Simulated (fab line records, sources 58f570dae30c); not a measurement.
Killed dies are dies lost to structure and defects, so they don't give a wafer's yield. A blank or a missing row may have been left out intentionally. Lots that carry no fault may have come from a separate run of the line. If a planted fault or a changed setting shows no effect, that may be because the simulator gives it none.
One fault through the eyes of 2 desks / flow berkeleyCmos170 / only its own numbers are on each desk; what lay behind them is given at the end

## AT THE METROLOGY DESK
Means of the sampled wafers that have a number, per lot and without regard to the tool the lot ran on: this is what the gauges read. If a lot's mean is further than 4 standard deviations from the usual mean, the lot is out of limits and carries the mark OUT (the distance appears in the brackets).
Columns: A = PLDD_TW at UCB170_PLDD_TW_MEAS_11, usual 1005; B = PLDD_RS at UCB170_SDANNEAL_RS_MEAS_04, usual 1031.8 ohm/sq
lot=L637; first seen here=day 6 15:20; A=990; B=1035.1
lot=L634; first seen here=day 6 15:35; A=1000; B=1033.5
lot=L636; first seen here=day 6 15:53; A=998; B=1036.5
lot=L638; first seen here=day 7 13:39; A=1002; B=1032.3
lot=L643; first seen here=day 8 06:23; A=1027; B=1028.1
lot=L642; first seen here=day 8 06:37; A=1025; B=1026.7
lot=L641; first seen here=day 8 06:46; A=1005; B=1029.2
lot=L645; first seen here=day 9 04:20; A=1004; B=1031.8
lot=L644; first seen here=day 9 05:05; A=999; B=1032.7
lot=L646; first seen here=day 9 05:11; A=1014; B=1031.8
lot=L647; first seen here=day 9 05:32; A=996; B=1030.6
lot=L652; first seen here=day 9 17:43; A=1004; B=1029.7
lot=L656; first seen here=day 10 21:55; A=1119 (+12) OUT; B=772.2 (-96) OUT
lot=L657; first seen here=day 11 10:12; A=1126 (+12) OUT; B=772.7 (-96) OUT
This desk's result: L656, L657 out of limits, first on L656 (PLDD_TW at UCB170_PLDD_TW_MEAS_11), day 10 21:55. In limits: L637, L634, L636, L638, L643, L642, L641, L645, L644, L646, L647, L652.

## DESK OF THE TOOL OWNER: implanter-03
UCB170_PLDD_IMPLANT_09, tool's own readings: per-lot mean of the sampled wafers with a number, covering each lot this tool ran. If a lot's mean is further than 4 standard deviations from the usual mean, the lot is out of limits and carries the mark OUT (the distance appears in the brackets).
Columns: A = beamOnS at UCB170_PLDD_IMPLANT_09, usual 10.00 s; B = doseIonsCm2 at UCB170_PLDD_IMPLANT_09, usual 5e+13; C = faradayCurrentUA at UCB170_PLDD_IMPLANT_09, usual 158.5
lot=L638; first seen here=day 7 13:26; A=10.12; B=5e+13; C=156.7
lot=L641; first seen here=day 8 06:31; A=10.08; B=5e+13; C=157.7
lot=L645; first seen here=day 9 04:05; A=9.83; B=5e+13; C=160.9
lot=L644; first seen here=day 9 04:52; A=10.01; B=5e+13; C=158.5
lot=L652; first seen here=day 9 17:29; A=9.98; B=5e+13; C=159.1
lot=L656; first seen here=day 10 21:40; A=16.85 (+36) OUT; B=1e+14 (+99 or more) OUT; C=180.8 (+7.7) OUT
lot=L657; first seen here=day 11 09:58; A=16.63 (+35) OUT; B=1e+14 (+99 or more) OUT; C=182.9 (+8.4) OUT
This desk's finding: out of limits on L656, L657; first on L656, day 10 21:40 (beamOnS at UCB170_PLDD_IMPLANT_09). In limits: L638, L641, L645, L644, L652.

## ALL TOGETHER
The tool owner's desk could have raised an alarm at day 10 21:40, on L656, L657.
On L656, L657, the metrology desk was in a position to raise an alarm at day 10 21:55.
Every lot named ran UCB170_PLDD_IMPLANT_09 on implanter-03.

## WHAT HAD BEEN PUT IN BY THE SIMULATOR
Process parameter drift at UCB170_PLDD_IMPLANT_09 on implanter-03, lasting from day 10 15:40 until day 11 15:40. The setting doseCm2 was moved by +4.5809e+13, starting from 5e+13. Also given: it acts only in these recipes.
Struck lots among those shown: L656, L657.
Fault start to first reading out of limits, in hours, per desk: tool owner, 6; metrology, 6.
